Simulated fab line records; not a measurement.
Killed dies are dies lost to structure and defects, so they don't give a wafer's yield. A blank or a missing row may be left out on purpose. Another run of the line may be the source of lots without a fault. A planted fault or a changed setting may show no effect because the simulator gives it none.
8D (eight disciplines) problem report, filled in by code / flow berkeleyCmos170 / the parts of the form that need people (team, actions taken, sign-off) are left out

## 1. PROBLEM STATEMENT
CONTACT_PSG_THK at UCB170_CONTACT_THK_MEAS_02 reads a mean of 469 nm on 6 wafers of 2 lots; wafers without a fault read 699 nm with a standard deviation of 5.6. That puts it -41 standard deviations away from the usual mean.
The first sign was on wafer L818.1 at day 10 18:44, on filmMetro-03. At this step, 36 wafers from 12 lots have a number in the record. Rule for "out", or "out of limits": more than 4 standard deviations from the usual mean. The rest of the wafers with a number are treated as sound.

## 2. WHAT IT IS; WHAT IT IS NOT
question=which readings at this step | is=CONTACT_PSG_THK | is not=-
question=which lots | is=L817, L818 | is not=L805, L806, L807, L808, L809, L820, L822, L824, L825, L828
question=which wafers of those lots | is=all that have a number | is not=-
question=read on which gauges | is=filmMetro-01, filmMetro-03 | is not=filmMetro-04
question=when | is=from day 10 18:44 | is not=up to then (15 sound wafers); but 15 sound wafers of L820, L822, L824, L825, L828 came after

## 3. WHAT RULES OUT EACH SUSPECT
Counting: any tool at a process step up to the reading is kept as a suspect provided that every lot that is out went through it and no sound lot did after the first of them.
- the gauge at UCB170_CONTACT_THK_MEAS_02 has been ruled out. The wafers that are out were read on 2 gauges (filmMetro-01, filmMetro-03).
- plasmaAsher-04 at UCB170_PSD_STRIP_09 (strips in O2): kept. All lots that are out passed through it, beginning with L818 at day 10 12:14, and no sound lot followed; its final sound lot before that point was L806 at day 8 13:44.
- lpcvd-02 at UCB170_CONTACT_CVD_01 (deposits PSG from SiH4/O2/PH3, target thk 700 nm, time 2820 s): kept. All lots that are out passed through it, beginning with L818 at day 10 16:58, and no sound lot followed; its final sound lot before that point was L806 at day 8 20:39.
After counting, plasmaAsher-04 at UCB170_PSD_STRIP_09 and lpcvd-02 at UCB170_CONTACT_CVD_01 remain.

## 4. THE CAUSE (what the simulator had put in)
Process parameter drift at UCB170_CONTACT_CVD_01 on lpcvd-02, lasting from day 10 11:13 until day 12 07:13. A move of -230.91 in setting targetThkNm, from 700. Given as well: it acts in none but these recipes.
Counting left 2 suspects, and this tool is among them.

## 5. THE EFFECT CHAIN, in route order
Each row: a reading where the mean over the struck wafers with a number is more than 3 standard deviations away from the usual. Readings are gone through only where the record gives a usual standard deviation; hours: the median, over the lots, of the time from a lot's start at the first step in this table giving one to that lot's start at this step; sigmas: the change measured in usual standard deviations.
hours=0; step=UCB170_CONTACT_THK_MEAS_02; reading=CONTACT_PSG_THK; usual=699 nm; on struck wafers=469; change=-230; sigmas=-41
hours=-; step=UCB170_CONTACT_ETCH_18; reading=oesProductAu; usual=0.893 a.u.; on struck wafers=0.722; change=-0.171; sigmas=-11
Process steps it contains:
- UCB170_CONTACT_ETCH_18: etches PSG in CHF3/CF4/Ar, stops on TiSi2, target depth 840 nm, time 195 s.

## 6. WHAT WOULD HAVE CAUGHT IT SOONER
The first out-of-limits reading at a measuring or inspecting step in this record came at day 10 18:44, 8 hours after the fault's start at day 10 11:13.
Tool readings at UCB170_CONTACT_CVD_01 with a usual standard deviation given in the record: none out on any struck wafer, hence no alarm at a limit of 4 standard deviations on them.
The start of UCB170_CONTACT_CVD_01 on lpcvd-02 came by day 10 18:44 for every one of the lots that are out (2). A hold on the tool at that time would have spared none of them.
